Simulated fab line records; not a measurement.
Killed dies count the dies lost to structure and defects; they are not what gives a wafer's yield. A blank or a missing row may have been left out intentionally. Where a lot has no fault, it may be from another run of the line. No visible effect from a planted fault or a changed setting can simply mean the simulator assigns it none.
What tool caused it? | flow berkeley-cmos170 | 21 wafers from 7 lots sampled at 4 of the route's 331 steps

== WHAT THE GAUGES SHOWED, per wafer ==
UCB170_NSD_TW_MEAS_10.
lot  | measured     | on            | NSD_TW
L294 | day 9 03:23  | film-metro-01 | 4224 4207 4211
L296 | day 9 17:50  | film-metro-03 | 4164 4179 4198
L298 | day 10 13:21 | film-metro-01 | 4227 4204 4202
L302 | day 11 04:09 | film-metro-01 | 4195 4222 4208
L306 | day 11 15:57 | film-metro-01 | 3757 3767 3767
L311 | day 12 01:55 | film-metro-01 | 4167 4161 4190
L316 | day 13 07:52 | film-metro-01 | 4203 4209 4224

== EACH LOT AND THE TOOL THAT RAN IT (in order: tool; ch and the chambers of the sampled wafers; start) ==
lot  | UCB170_ZERO_STRIP_07                | UCB170_NSD_IMPLANT_08           | UCB170_NSD_STRIP_09
L294 | plasma-asher-04 ch 0,1, day 2 03:52 | implanter-01 ch 0, day 9 03:08  | plasma-asher-02 ch 0,1, day 9 03:17
L296 | plasma-asher-03 ch 0,1, day 2 11:27 | implanter-04 ch 0, day 9 17:36  | plasma-asher-01 ch 0,1, day 9 17:44
L298 | plasma-asher-01 ch 0,1, day 3 03:57 | implanter-04 ch 0, day 10 13:08 | plasma-asher-04 ch 0,1, day 10 13:16
L302 | plasma-asher-01 ch 0,1, day 4 04:11 | implanter-04 ch 0, day 11 03:54 | plasma-asher-02 ch 0,1, day 11 04:03
L306 | plasma-asher-01 ch 0,1, day 4 13:07 | implanter-03 ch 0, day 11 15:42 | plasma-asher-02 ch 0,1, day 11 15:51
L311 | plasma-asher-03 ch 0,1, day 5 16:52 | implanter-04 ch 0, day 12 01:41 | plasma-asher-04 ch 1, day 12 01:49
L316 | plasma-asher-04 ch 0,1, day 6 18:01 | implanter-01 ch 0, day 13 07:37 | plasma-asher-01 ch 0,1, day 13 07:46
- UCB170_ZERO_STRIP_07: strips in O2.
- UCB170_NSD_IMPLANT_08
- UCB170_NSD_STRIP_09: strips in O2.

== THE ANSWER, worked out from the rows above alone ==
Rule: the lots themselves supply what counts as usual. Put in order of their means at a reading, lots are off if they are a third of the lots or fewer, leave a main group of 4 or more, and stand apart from it by a gap of 3 or more times the standard deviation of the main group's means; of several such gaps the widest counts. A main group is skipped when, at the precision printed for the reading in the tables above, its means are all equal. Also off: a lot with no number at a reading for which 4 or more lots have one. Any other lot the step has rows for is counted as sound.
Off: L306, at UCB170_NSD_TW_MEAS_10 (NSD_TW). For the main group the mean is 4200 and the standard deviation 17.
If a tool, at a process step before that reading, ran all the lots that are off and no sound lot after the first of them, it fits. Those tools and the gauges at UCB170_NSD_TW_MEAS_10 are tried in the same way. Can't be told from this: 3 tools fit, plasma-asher-01 at UCB170_ZERO_STRIP_07, implanter-03 at UCB170_NSD_IMPLANT_08, plasma-asher-02 at UCB170_NSD_STRIP_09.

== WHAT HAD BEEN PUT IN BY THE SIMULATOR ==
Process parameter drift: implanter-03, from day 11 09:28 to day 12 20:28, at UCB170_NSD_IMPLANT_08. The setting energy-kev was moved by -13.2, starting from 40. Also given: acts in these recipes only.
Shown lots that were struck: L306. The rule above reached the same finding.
